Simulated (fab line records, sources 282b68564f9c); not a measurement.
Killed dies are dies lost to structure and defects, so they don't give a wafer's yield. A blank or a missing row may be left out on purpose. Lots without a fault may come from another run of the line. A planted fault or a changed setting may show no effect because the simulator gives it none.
fab line records | flow rit_cmos | part 2 of 2: steps 28 to 41 of 41
record lots=5 wafers=15 last_day=7
route steps=202 shown PWELL@41 WELLDRIVE@50 NWELL@51 NRETRO@53 PRETRO@64 GATE@75 FOX2@80
lots that met no fault: from a run of the same line without faults
start_h: hours from the record's first day to the start of the lot's first wafer shown | wait_h: hours since the lot's step before | " the same as in the row above | L1.1+2: a row that stands for several wafers | - no value, or no start given | * or withheld: withheld | < > ~ a bound
route shown NAME@n: a module of which the file shows steps, and the number in the route of the first | usual: mean/standard deviation of fault-free wafers | same: alike in all rows | chamber/n: place in a boat | sites: the reading at each site | _std_site: their standard deviation | _edge_site: outer sites' mean less inner sites' | radius_mm: how far each site lies from the wafer's centre | mask NAME#n: copy n | behind: the tool/chamber that last shaped the wafer | hold: why the lot was held/for how many hours/how that ended | device: the transistor (n, p or np) that didn't switch | end of line: the same wafers' tests at the end of the route | a step without rows: its recipe alone | killed: dies lost to structure and defects at the first sort, not the wafer's yield | map: a wafer's dies, x killed, . not, _ none there
set.NAME: the setting as run; set.NAME@STEP: as run at that earlier step | model.NAME: the simulator's own value behind a step, which no gauge read
lots at some steps of the route; a table a step, a row a wafer
services: from which hour (start_h, from the record's first day; less than 0 if before it) a tool's chamber was out of use, for how many hours, and why
## steps
# step RIT_PRETRO_PEB_04
# recipe resist=NOVOLAK temp_c=withheld time_s=withheld
# usual exhaust_pa=45.2/0.88
# columns lot.wafer tool chamber start_h wait_h exhaust_pa
L074.2 litho_track-03 0 33.91 0.1 43.9
L074.4 " 0 " " 44.7
L074.6 " 0 " " 43.1
L087.1 litho_track-04 0 97.33 0.1 44.2
L087.3 " 0 " " 43.8
L087.4 " 0 " " 44.5
L093.3 litho_track-04 0 135.33 0.1 45.6
L093.5 " 0 " " 45.9
L093.6 " 0 " " 45.5
L094.1 litho_track-01 0 135.40 0.1 47.3
L094.2 " 0 " " 45.5
L094.3 " 0 " " 46.0
L097.1 litho_track-01 0 148.77 0.1 43.6
L097.2 " 0 " " 43.7
L097.6 " 0 " " 44.8
# step RIT_PRETRO_DEVELOP_05
# recipe resist=NOVOLAK develop_time_s=68 dev_temp_c=23
# usual exhaust_pa=45.0/0.87
# columns lot.wafer tool chamber start_h wait_h exhaust_pa
L074.2 litho_track-03 0 - - 43.6
L074.4 " 0 " " 43.5
L074.6 " 0 " " 44.6
L087.1 litho_track-04 0 - - 43.9
L087.3 " 0 " " 44.9
L087.4 " 0 " " 44.5
L093.3 litho_track-04 0 - - 45.4
L093.5 " 0 " " 44.7
L093.6 " 0 " " 44.6
L094.1 litho_track-01 0 - - 45.5
L094.2 " 0 " " 45.5
L094.3 " 0 " " 45.5
L097.1 litho_track-01 0 - - 44.0
L097.2 " 0 " " 42.4
L097.6 " 0 " " 43.9
# step RIT_PRETRO_OVL_MEAS_06
# usual PRETRO_OVL=0.7/1.1
# columns lot.wafer tool chamber start_h wait_h PRETRO_OVL[nm]
L074.2 overlay-02 - 34.20 - 0.1
L074.4 " - " " -0.6
L074.6 " - " " -0.7
L087.1 overlay-02 - 97.65 - 1.2
L087.3 " - " " 1.7
L087.4 " - " " 1.3
L093.3 overlay-01 - 135.61 - 1.3
L093.5 " - " " 1.0
L093.6 " - " " 1.6
L094.1 overlay-01 - 135.71 - 0.4
L094.2 " - " " 0.5
L094.3 " - " " 0.2
L097.1 overlay-02 - 149.09 - 1.1
L097.2 " - " " 0.2
L097.6 " - " " 0.1
# step RIT_PRETRO_HARDBAKE_07
# recipe resist=NOVOLAK temp_c=140 time_s=120
# usual exhaust_pa=45.2/0.75
# columns lot.wafer tool chamber start_h wait_h exhaust_pa
L074.2 litho_track-01 0 34.41 0.2 44.2
L074.4 " 0 " " 45.5
L074.6 " 0 " " 45.0
L087.1 litho_track-04 0 97.68 0.0 45.3
L087.3 " 0 " " 45.2
L087.4 " 0 " " 45.0
L093.3 litho_track-04 0 135.71 0.1 45.5
L093.5 " 0 " " 43.5
L093.6 " 0 " " 45.2
L094.1 litho_track-01 0 135.75 0.0 45.1
L094.2 " 0 " " 45.6
L094.3 " 0 " " 44.8
L097.1 litho_track-01 0 149.12 0.0 45.1
L097.2 " 0 " " 44.7
L097.6 " 0 " " 43.6
# step RIT_PRETRO_IMPLANT_08
# recipe species=B energy_kev=45 dose_cm2=1.2e+13 tilt_deg=7
# columns lot.wafer tool chamber start_h wait_h
L074.2+4+6 implanter-03 0 34.65 0.2
L087.1+3+4 implanter-01 0 97.93 0.2
L093.3+5+6 implanter-01 0 135.93 0.2
L094.1+2+3 implanter-02 0 136.00 0.2
L097.1+2+6 implanter-02 0 149.37 0.2
# step RIT_PRETRO_STRIP_09
# recipe chemistry=O2 time_s=180 resist=NOVOLAK platen_temp_c=withheld power_w=500 pressure_mtorr=4000 o2_flow_sccm=4000
# usual drypump_motor_current_A=5.9/0.37
# columns lot.wafer tool chamber start_h wait_h drypump_motor_current_A rf_hours_counter_h
L074.2 plasma_asher-03 1 34.77 0.1 5.7 39
L074.4 " 1 " " 5.6 -
L074.6 " 1 " " 5.7 -
L087.1 plasma_asher-03 1 98.08 0.1 5.6 45
L087.3 " 0 " " 5.9 -
L087.4 " 1 " " 5.6 -
L093.3 plasma_asher-02 1 136.09 0.1 6.6 -
L093.5 " 1 " " 6.6 -
L093.6 " 0 " " 5.6 -
L094.1 plasma_asher-03 1 136.15 0.1 5.6 49
L094.2 " 0 " " 5.9 49
L094.3 " 0 " " 5.9 -
L097.1 plasma_asher-02 0 149.52 0.1 5.6 38
L097.2 " 1 " " 6.6 38
L097.6 " 1 " " 6.6 -
# step RIT_PRETRO_TW_MEAS_10
# usual PRETRO_TW=474.0/2.5
# columns lot.wafer tool chamber start_h wait_h PRETRO_TW
L074.2 film_metro-01 - 34.96 0.1 478.3
L074.4 " - " " 480.5
L074.6 " - " " 478.6
L087.1 film_metro-01 - 98.26 0.1 478.5
L087.3 " - " " 479.3
L087.4 " - " " 476.0
L093.3 film_metro-02 - 136.23 0.1 468.7
L093.5 " - " " 471.0
L093.6 " - " " 470.2
L094.1 film_metro-01 - 136.33 0.1 477.6
L094.2 " - " " 475.4
L094.3 " - " " 475.7
L097.1 film_metro-03 - 149.70 0.1 476.6
L097.2 " - " " 474.8
L097.6 " - " " 474.4
# step RIT_GATE_WET_ETCH_00
# recipe chemistry=BOE target=SiO2 target_depth_nm=56 time_s=62.87 dry=n2_spin dilution=10:1 temp_c=21.5
# columns lot.wafer tool chamber start_h wait_h
L074.2+4+6 wet_bench-02 1 35.01 0.0
L087.1+3+4 wet_bench-01 2 98.32 0.1
L093.3+5+6 wet_bench-02 1 136.27 0.0
L094.1+2+3 wet_bench-02 3 136.39 0.1
L097.1+2+6 wet_bench-03 2 149.76 0.1
# step RIT_GATE_CLEAN_01
# recipe chemistry=SC1 mix=3:3:50 time_s=600 temp_c=75
# columns lot.wafer tool chamber start_h wait_h
L074.2+4+6 wet_bench-03 0 35.03 0.0
L087.1+3+4 wet_bench-02 2 98.35 0.0
L093.3+5+6 wet_bench-01 0 136.29 0.0
L094.1+2+3 wet_bench-02 0 136.41 0.0
L097.1+2+6 wet_bench-01 3 149.78 0.0
# step RIT_GATE_CLEAN_02
# recipe chemistry=dHF dilution=50:1 time_s=30
# columns lot.wafer tool chamber start_h wait_h
L074.2+4+6 wet_bench-01 2 35.21 0.0
L087.1+3+4 wet_bench-01 0 98.52 0.0
L093.3+5+6 wet_bench-03 2 136.47 0.0
L094.1+2+3 wet_bench-02 3 136.59 0.0
L097.1+2+6 wet_bench-02 1 149.96 0.0
# step RIT_GATE_CLEAN_03
# recipe chemistry=SC2 mix=3:3:50 time_s=600 temp_c=75 dry=n2_spin
# columns lot.wafer tool chamber start_h wait_h
L074.2+4+6 wet_bench-02 3 35.22 0.0
L087.1+3+4 wet_bench-02 0 98.54 0.0
L093.3+5+6 wet_bench-01 2 136.49 0.0
L094.1+2+3 wet_bench-02 0 136.60 0.0
L097.1+2+6 wet_bench-01 2 149.98 0.0
# step RIT_GATE_CLEAN_04
# recipe chemistry=dHF dilution=50:1 time_s=60 dry=n2_spin
# columns lot.wafer tool chamber start_h wait_h
L074.2+4+6 wet_bench-03 2 35.40 0.0
L087.1+3+4 wet_bench-01 1 98.72 0.0
L093.3+5+6 wet_bench-01 2 136.66 0.0
L094.1+2+3 wet_bench-01 1 136.78 0.0
L097.1+2+6 wet_bench-02 0 150.15 0.0
# step RIT_FOX2_THK_MEAS_91
# recipe reads=SiO2_of_FOX2_OXIDATION_00
# usual FIELD_OXIDE_LEFT_2_THK=254/6.7
# columns lot.wafer tool chamber start_h wait_h FIELD_OXIDE_LEFT_2_THK[nm]
L074.2 film_metro-03 - 35.43 0.0 260
L074.4 " - " " 250
L074.6 " - " " 257
L087.1 film_metro-01 - 98.74 0.0 246
L087.3 " - " " 250
L087.4 " - " " 245
L093.3 film_metro-01 - 136.71 0.0 262
L093.5 " - " " 252
L093.6 " - " " 257
L094.1 film_metro-04 - 136.80 0.0 261
L094.2 " - " " 255
L094.3 " - " " 259
L097.1 film_metro-03 - 150.18 0.0 256
L097.2 " - " " 251
L097.6 " - " " 253
# step RIT_GATE_OXIDATION_05
# recipe temp_c=900 ambient=O2 target_thk_a=30 ox_time_s=270
# usual tube_center_temp_C_max=902.4/0.42
# columns lot.wafer tool chamber start_h wait_h tube_center_temp_C_max
L074.2 furnace-03 0 35.48 0.0 902.8
L074.4 " 0 " " 901.7
L074.6 " 0 " " 902.2
L087.1 furnace-04 0 98.80 0.1 902.1
L087.3 " 0 " " 901.8
L087.4 " 0 " " 902.7
L093.3 furnace-01 0 136.75 0.0 902.6
L093.5 " 0 " " 901.8
L093.6 " 0 " " 902.0
L094.1 furnace-03 0 137.05 0.2 902.5
L094.2 " 0 " " 901.9
L094.3 " 0 " " 902.3
L097.1 furnace-01 0 151.09 0.9 901.9
L097.2 " 0 " " 902.4
L097.6 " 0 " " 902.2
## services
# columns tool chamber start_h hours kind
furnace-04 - 4.18 2.3 pm
furnace-03 - 9.69 4.4 pm
plasma_asher-04 - 37.92 1.1 repair
implanter-03 - 43.12 5.7 pm
implanter-03 - 66.74 2.6 pm
implanter-02 - 76.55 3.1 repair
implanter-03 - 76.76 3.5 repair
wet_bench-03 - 87.31 21.8 pm
iline_stepper-02 - 100.88 1.7 pm
furnace-03 - 107.63 3.7 pm
implanter-03 - 121.60 4.1 repair
plasma_asher-04 - 143.32 2.8 pm
implanter-04 - 150.47 2.3 repair
